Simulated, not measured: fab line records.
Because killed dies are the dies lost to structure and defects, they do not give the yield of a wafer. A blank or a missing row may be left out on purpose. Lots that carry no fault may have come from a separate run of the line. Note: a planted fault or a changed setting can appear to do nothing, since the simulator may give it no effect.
A struck lot beside a sound one + flow berkeleyCmos170 + 17 out of 331 route steps
Sound: wafers L207.1, L207.4, L207.6. The struck wafers were L200.1, L200.4, L200.5. Last of all comes the cause.
At each step with rows: each side's tool, then ch and its chambers, then its first start. Under that, the readings that differ: sound wafers + struck wafers + difference of the means + sigmas: that difference in standard deviations of wafers without a fault.
alike: readings with means less than 2 such deviations apart, plus words and numbers identical on both sides. not compared: withheld readings, readings lacking a value on some wafer, bounds such as >300 that could conceal the same value, and numbers that have no deviation in the record and whose values overlap.
Wherever a step has rows on one side only, a row that says differs or no value, or a row with sigmas, the two part there. Numbers that don't overlap but have no deviation are shown without sigmas and don't part them. A reading that every wafer of one side lacks parts them only if that side has two wafers or more.

first, 1 step without rows for these wafers: UCB170_NLDD_IMPLANT_09.
UCB170_NLDD_STRIP_10: strips in O2.
  sound on plasmaAsher-02 ch 0, day 10 19:44; struck on plasmaAsher-04 ch 0,1, day 9 05:10
  alike: drypumpMotorCurrentA, oesProductAu, stripTimeToEndpointS
  not compared: rfHoursCounterH
UCB170_NLDD_TW_MEAS_11:
  sound: filmMetro-03 at day 10 19:50; struck: filmMetro-03 at day 9 05:16
  alike: NLDD_TW
then, 1 step without rows for these wafers: UCB170_NLDD_CLEAN_12 (cleans in SPM, time 600 s).
UCB170_SPACER_CVD_00: deposits SiO2 from TEOS/O2, target thk 376 nm, time 47 s.
  sound on pecvd-03 ch 0,2, day 10 20:05; struck on pecvd-04 ch 1,2, day 9 05:30
  alike: heaterPowerW
UCB170_SPACER_THK_MEAS_01:
  sound: filmMetro-04 at day 10 20:07; struck: filmMetro-04 at day 9 05:32
  alike: SPACER_TEOS_THK
then, 1 step without rows for these wafers: UCB170_SPACER_ANNEAL_02 (time 1800 s).
UCB170_SPACER_ETCHBACK_03: etches SiO2 in CHF3/CF4/Ar, stops on Si, target depth 376 nm, time 100 s.
  sound on rieDiel-03 ch 2,3, day 11 01:58; struck on rieDiel-03 ch 0,3, day 9 12:47
  alike: drypumpMotorCurrentA, mfcArSccm, oesProductAu, throttleValvePct
  not compared: rfHoursCounterH
then, 4 steps without rows for these wafers: UCB170_PSD_HMDS_00 (prime time 60 s); UCB170_PSD_COAT_01 (resist thk 900 nm); UCB170_PSD_SOFTBAKE_02 (time 60 s); UCB170_PSD_EXPOSE_03 (exposes mask PSELECT MOD, target cd 1200 nm).
UCB170_PSD_PEB_04:
  sound on lithoTrack-01 ch 0, day 11 02:56; struck on lithoTrack-03 ch 0, day 9 15:06
then, 1 step without rows for these wafers: UCB170_PSD_DEVELOP_05 (develop time 45 s).
UCB170_PSD_CD_MEAS_06 targets a cd of 1200 nm.
  sound: cdSem-01 at day 11 03:12; struck: cdSem-01 at day 9 15:25
| reading   | sound                | struck               | difference | sigmas |
|-----------|----------------------|----------------------|------------|--------|
| cdNm (nm) | 1201.4 1199.3 1201.3 | 1213.7 1212.2 1213.1 | +12.3      | +9     |
UCB170_PSD_OVL_MEAS_07:
  sound: overlay-01 at day 11 03:19; struck: overlay-02 at day 9 15:32
  alike: PSD_OVL
next, for these wafers, 1 step has no rows: UCB170_M3_PROBE_99.

## WHERE THEY PART
At UCB170_PSD_CD_MEAS_06 and nowhere else, as far as this record goes. Later steps at which nothing parts them and some readings are alike: UCB170_PSD_OVL_MEAS_07.

WHY: what had been put in by the simulator
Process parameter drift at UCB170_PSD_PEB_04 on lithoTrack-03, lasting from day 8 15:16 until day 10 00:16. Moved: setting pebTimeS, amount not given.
